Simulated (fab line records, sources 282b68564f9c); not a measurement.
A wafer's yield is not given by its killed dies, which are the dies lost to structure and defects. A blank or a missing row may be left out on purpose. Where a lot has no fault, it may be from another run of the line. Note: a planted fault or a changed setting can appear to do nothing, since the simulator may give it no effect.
fab line records    flow rit-cmos
record: lots: 14  wafers: 42  last-day: 7
route steps=202 shown NLDD@104 PLDD@124 NSD@141 M1@202
lots with no fault: from the same line, run without faults
start-h: start of the lot's first displayed wafer, in hours after the record's first day    wait-h: how many hours have passed since the lot's step before this one    " unchanged from the row above    L1.1+2: one row covering several wafers at once    - no value, or no start given    * or withheld: withheld    < > ~ a bound
route shown NAME@n: NAME is a module with steps in the file, n the number in the route of the first one    usual: mean/standard deviation of fault-free wafers    same: alike in all rows    chamber/n: place in a boat    sites: per-site readings    _std_site: the standard deviation of these    _edge_site: the outer-site mean with the inner-site mean subtracted    radius-mm: how far each site lies from the wafer's centre    mask NAME#n: copy n    behind: the most recent tool/chamber to have shaped the wafer    hold: why the lot was held/for how many hours/how that ended    device: the transistor (n, p or np) that didn't switch    end of line: tests run on the same wafers once the route is complete    step lacking rows: just its recipe    killed: count of dies lost to structure and defects at first sort (not the wafer's yield)    map: per-die view of a wafer (x killed, . not killed, _ where there is no die)
set.NAME: the run value of the setting; set.NAME@STEP: its run value at that earlier step    model.NAME: the simulator's own value behind a step, which no gauge read
steps of the route over a sample of lots; a table a step, a row a wafer
== steps ==
step: RIT_NLDD_COAT_01
recipe: resist: NOVOLAK  spin-rpm: 3250  resist-thk-nm: 1000
usual: chill-plate-temp-C: 23.00/0.11  dispense-pressure-kPa: 49.6/2.2
lot.wafer  tool            chamber  start-h  wait-h  chill-plate-temp-C  dispense-pressure-kPa
L996.3     litho-track-02  0        49.90    0.1     23.07               49.1
L996.5     "               0        "        "       23.07               49.0
L996.6     "               0        "        "       23.11               49.1
L997.1     litho-track-03  0        54.41    0.1     22.99               47.7
L997.2     "               0        "        "       22.91               47.7
L997.4     "               0        "        "       22.85               47.8
L998.2     litho-track-02  0        57.92    0.1     22.96               49.1
L998.3     "               0        "        "       22.90               49.1
L998.6     "               0        "        "       22.83               49.0
L999.2     litho-track-03  0        65.31    0.1     23.02               47.8
L999.3     "               0        "        "       23.15               47.8
L999.5     "               0        "        "       23.17               47.8
L101.3     litho-track-03  0        72.97    0.1     22.98               47.8
L101.4     "               0        "        "       22.93               47.8
L101.5     "               0        "        "       22.95               47.8
L103.1     litho-track-01  0        80.74    0.1     23.05               53.6
L103.4     "               0        "        "       22.99               53.6
L103.6     "               0        "        "       22.86               53.6
L102.1     litho-track-02  0        81.00    0.1     23.10               49.1
L102.3     "               0        "        "       22.91               49.1
L102.6     "               0        "        "       22.98               49.0
L104.2     litho-track-02  0        84.63    0.1     22.87               49.1
L104.4     "               0        "        "       23.01               49.0
L104.5     "               0        "        "       23.03               49.1
L105.1     litho-track-03  0        97.20    0.1     22.80               47.7
L105.3     "               0        "        "       22.92               47.8
L105.6     "               0        "        "       22.92               47.8
L106.3     litho-track-02  0        97.40    0.1     23.07               49.1
L106.5     "               0        "        "       22.88               49.0
L106.6     "               0        "        "       23.02               49.0
L113.2     litho-track-03  -        133.81   0.1     -                   -
L113.3     "               -        "        "       -                   -
L113.6     "               -        "        "       -                   -
L114.2     litho-track-01  -        141.52   0.1     -                   -
L114.5     "               -        "        "       -                   -
L114.6     "               -        "        "       -                   -
L118.2     litho-track-01  0        156.06   0.1     22.84               53.6
L118.4     "               0        "        "       23.09               53.6
L118.6     "               0        "        "       22.94               53.6
L119.3     litho-track-01  0        161.78   0.1     22.97               53.6
L119.5     "               0        "        "       22.86               53.6
L119.6     "               0        "        "       22.85               53.6
step: RIT_NLDD_OVL_MEAS_06
usual: NLDD_OVL: 0.5/1.5
lot.wafer  tool        chamber  start-h  wait-h  NLDD_OVL[nm]
L996.3     overlay-02  -        50.72    -       2.6
L996.5     "           -        "        "       2.1
L996.6     "           -        "        "       2.4
L997.1     overlay-02  -        55.23    -       -3.1
L997.2     "           -        "        "       -3.6
L997.4     "           -        "        "       -3.9
L998.2     overlay-02  -        58.60    -       0.3
L998.3     "           -        "        "       -1.4
L998.6     "           -        "        "       0.3
L999.2     overlay-02  -        65.99    -       0.9
L999.3     "           -        "        "       -0.9
L999.5     "           -        "        "       -1.6
L101.3     overlay-02  -        73.75    -       -1.1
L101.4     "           -        "        "       -0.9
L101.5     "           -        "        "       -0.2
L103.1     overlay-02  -        81.52    -       1.1
L103.4     "           -        "        "       1.5
L103.6     "           -        "        "       -0.4
L102.1     overlay-01  -        81.83    -       1.9
L102.3     "           -        "        "       2.5
L102.6     "           -        "        "       2.1
L104.2     overlay-02  -        85.43    -       -1.1
L104.4     "           -        "        "       -0.9
L104.5     "           -        "        "       -0.3
L105.1     overlay-01  -        98.03    -       2.9
L105.3     "           -        "        "       2.7
L105.6     "           -        "        "       2.4
L106.3     overlay-02  -        98.28    -       0.7
L106.5     "           -        "        "       1.4
L106.6     "           -        "        "       -0.2
L113.2     overlay-01  -        134.50   -       -
L113.3     "           -        "        "       -
L113.6     "           -        "        "       -
L114.2     overlay-01  -        142.33   -       -
L114.5     "           -        "        "       -
L114.6     "           -        "        "       -
L118.2     overlay-01  -        156.74   -       1.3
L118.4     "           -        "        "       0.8
L118.6     "           -        "        "       1.9
L119.3     overlay-02  -        162.58   -       2.1
L119.5     "           -        "        "       1.6
L119.6     "           -        "        "       1.0
step: RIT_PLDD_TW_MEAS_10
usual: PLDD_TW: 2348/14
lot.wafer  tool           chamber  start-h  wait-h  PLDD_TW
L996.3     film-metro-03  -        52.66    0.1     2330
L996.5     "              -        "        "       2340
L996.6     "              -        "        "       2340
L997.1     film-metro-01  -        57.16    0.1     2337
L997.2     "              -        "        "       2331
L997.4     "              -        "        "       2331
L998.2     film-metro-02  -        60.97    0.1     2393
L998.3     "              -        "        "       2384
L998.6     "              -        "        "       2369
L999.2     film-metro-03  -        68.00    0.1     2336
L999.3     "              -        "        "       2347
L999.5     "              -        "        "       2343
L101.3     film-metro-01  -        75.82    0.1     2348
L101.4     "              -        "        "       2360
L101.5     "              -        "        "       2367
L103.1     film-metro-03  -        83.64    0.1     2336
L103.4     "              -        "        "       2343
L103.6     "              -        "        "       2335
L102.1     film-metro-02  -        83.76    0.1     2344
L102.3     "              -        "        "       2349
L102.6     "              -        "        "       2369
L104.2     film-metro-03  -        87.37    0.1     2343
L104.4     "              -        "        "       2330
L104.5     "              -        "        "       2346
L105.1     film-metro-03  -        100.14   0.1     2339
L105.3     "              -        "        "       2332
L105.6     "              -        "        "       2336
L106.3     film-metro-01  -        100.47   0.1     2335
L106.5     "              -        "        "       2344
L106.6     "              -        "        "       2346
L113.2     film-metro-03  -        136.46   0.1     2889
L113.3     "              -        "        "       2884
L113.6     "              -        "        "       2876
L114.2     film-metro-02  -        144.37   0.1     2883
L114.5     "              -        "        "       2900
L114.6     "              -        "        "       2901
L118.2     film-metro-01  -        158.83   0.1     2347
L118.4     "              -        "        "       2347
L118.6     "              -        "        "       2358
L119.3     film-metro-01  -        164.65   0.1     2342
L119.5     "              -        "        "       2343
L119.6     "              -        "        "       2347
step: RIT_NSD_TW_MEAS_10
usual: NSD_TW: 3132/18
lot.wafer  tool           chamber  start-h  wait-h  NSD_TW
L996.3     film-metro-02  -        56.57    0.1     3171
L996.5     "              -        "        "       3169
L996.6     "              -        "        "       3169
L997.1     film-metro-01  -        61.35    0.1     3112
L997.2     "              -        "        "       3122
L997.4     "              -        "        "       3101
L998.2     film-metro-01  -        65.01    0.1     3109
L998.3     "              -        "        "       3133
L998.6     "              -        "        "       3106
L999.2     film-metro-03  -        72.04    0.1     3128
L999.3     "              -        "        "       3112
L999.5     "              -        "        "       3121
L101.3     film-metro-01  -        80.03    0.1     3143
L101.4     "              -        "        "       3136
L101.5     "              -        "        "       3135
L103.1     film-metro-01  -        87.68    0.1     3136
L103.4     "              -        "        "       3123
L103.6     "              -        "        "       3134
L102.1     film-metro-01  -        89.43    0.1     3145
L102.3     "              -        "        "       3140
L102.6     "              -        "        "       3132
L104.2     film-metro-02  -        92.77    0.1     3143
L104.4     "              -        "        "       3140
L104.5     "              -        "        "       3143
L105.1     film-metro-03  -        105.56   0.1     3101
L105.3     "              -        "        "       3094
L105.6     "              -        "        "       3107
L106.3     film-metro-02  -        105.86   0.1     3164
L106.5     "              -        "        "       3146
L106.6     "              -        "        "       3154
L113.2     film-metro-01  -        140.41   0.1     3326
L113.3     "              -        "        "       3330
L113.6     "              -        "        "       3335
L114.2     film-metro-03  -        148.34   0.1     3330
L114.5     "              -        "        "       3352
L114.6     "              -        "        "       3328
L118.2     film-metro-01  -        162.80   0.1     3120
L118.4     "              -        "        "       3111
L118.6     "              -        "        "       3113
L119.3     film-metro-01  -        168.77   0.1     3150
L119.5     "              -        "        "       3131
L119.6     "              -        "        "       3126
step: RIT_M1_PROBE_99
usual: killed-at-contacts: 0.1/0.25  killed-at-front-end: 6.8/2.9  killed-dies: 6.9/2.9  killed-on-rim: 1.7/1.3  killed-open: 3.3/1.9  killed-short: 3.6/1.9
same: gross-dies: 264  killed_at_M0_to_M3: 0  killed_at_M4_up: 0  killed-at-back-side: 0  killed-at-other: 0
lot.wafer  tool       chamber  start-h  wait-h  killed-at-contacts  killed-at-front-end  killed-dies  killed-on-rim  killed-open  killed-short
L106.3     prober-02  -        116.98   0.2     0                   11                   11           4              5            6
L106.5     prober-02  -        117.08   0.2     0                   7                    7            2              2            5
L106.6     prober-02  -        117.13   0.2     0                   11                   11           5              8            3
L113.2     prober-02  -        150.09   0.1     0                   264                  264          70             2            4
L113.3     prober-02  -        150.14   0.2     0                   264                  264          70             1            4
L113.6     prober-02  -        150.29   0.2     0                   264                  264          70             2            2
L114.2     prober-01  -        157.71   0.1     0                   264                  264          70             4            2
L114.5     prober-01  -        157.86   0.2     0                   264                  264          70             4            1
L114.6     prober-01  -        157.91   0.2     0                   264                  264          70             2            3
killed by level:class
L106.3 GATE:geometric-particle:short=5 GATE:geometric-particle:open=2 FOX1:geometric-particle:open=1 FOX2:geometric-particle:open=1 REOX:geometric-particle:short=1 REOX:geometric-particle:open=1
L106.5 GATE:geometric-particle:short=3 FOX1:geometric-particle:open=2 REOX:geometric-particle:short=2
L106.6 GATE:geometric-particle:open=5 FOX1:geometric-particle:open=3 FOX2:geometric-particle:short=1 GATE:geometric-particle:short=1 SILICIDE:geometric-particle:short=1
L113.2 NLDD:area-expose=258 FOX2:geometric-particle:short=2 FOX1:geometric-particle:open=1 FOX1:geometric-particle:short=1 GATE:geometric-particle:short=1 GATE:geometric-particle:open=1
L113.3 NLDD:area-expose=259 GATE:geometric-particle:short=4 SILICIDE:geometric-particle:open=1
L113.6 NLDD:area-expose=260 FOX1:geometric-particle:short=1 FOX1:geometric-particle:open=1 GATE:geometric-particle:open=1 REOX:geometric-particle:short=1
L114.2 NLDD:area-expose=258 FOX2:geometric-particle:open=2 FOX1:geometric-particle:open=1 GATE:geometric-particle:open=1 GATE:geometric-particle:short=1 SPACER:geometric-particle:short=1
L114.5 NLDD:area-expose=259 GATE:geometric-particle:open=3 FOX1:geometric-particle:short=1 SPACER:geometric-particle:open=1
L114.6 NLDD:area-expose=259 FOX1:geometric-particle:short=2 FOX1:geometric-particle:open=2 FOX2:geometric-particle:short=1
== key ==
first-sign: step: RIT_NLDD_COAT_01  reading: tool-record  direction: missing
effect: step: RIT_NLDD_OVL_MEAS_06  reading: NLDD_OVL  direction: missing
effect: step: RIT_PLDD_TW_MEAS_10  reading: PLDD_TW  direction: up  sigmas: 39  usual: 2348  struck: 2889
effect: step: RIT_NSD_TW_MEAS_10  reading: NSD_TW  direction: up  sigmas: 11  usual: 3132  struck: 3334
effect: step: RIT_M1_PROBE_99  reading: killed-at-front-end  direction: up  sigmas: 89  usual: 6.8  struck: 264
more-kills-born-at: RIT_NLDD_EXPOSE_03@iline-stepper-01: 777  RIT_NLDD_EXPOSE_03@iline-stepper-02: 776
met-at RIT_NLDD_COAT_01
struck-lots L113,L114
tester-left-out L113,L114
onset-between 97.20 133.81
fault: kind: skipped-step-whole  tool: litho-track-01,litho-track-03  chamber: -  onset-h: 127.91  steps: RIT_NLDD_COAT_01  scope: struck-lots-only
tester-left-out: of these lots the tester's yield and bins aren't shown, on N5 and GAA mostly nor the transistor test; their killed dies are dies lost to structure and defects alone, not to doping, threshold or leakage, so they don't give the yield
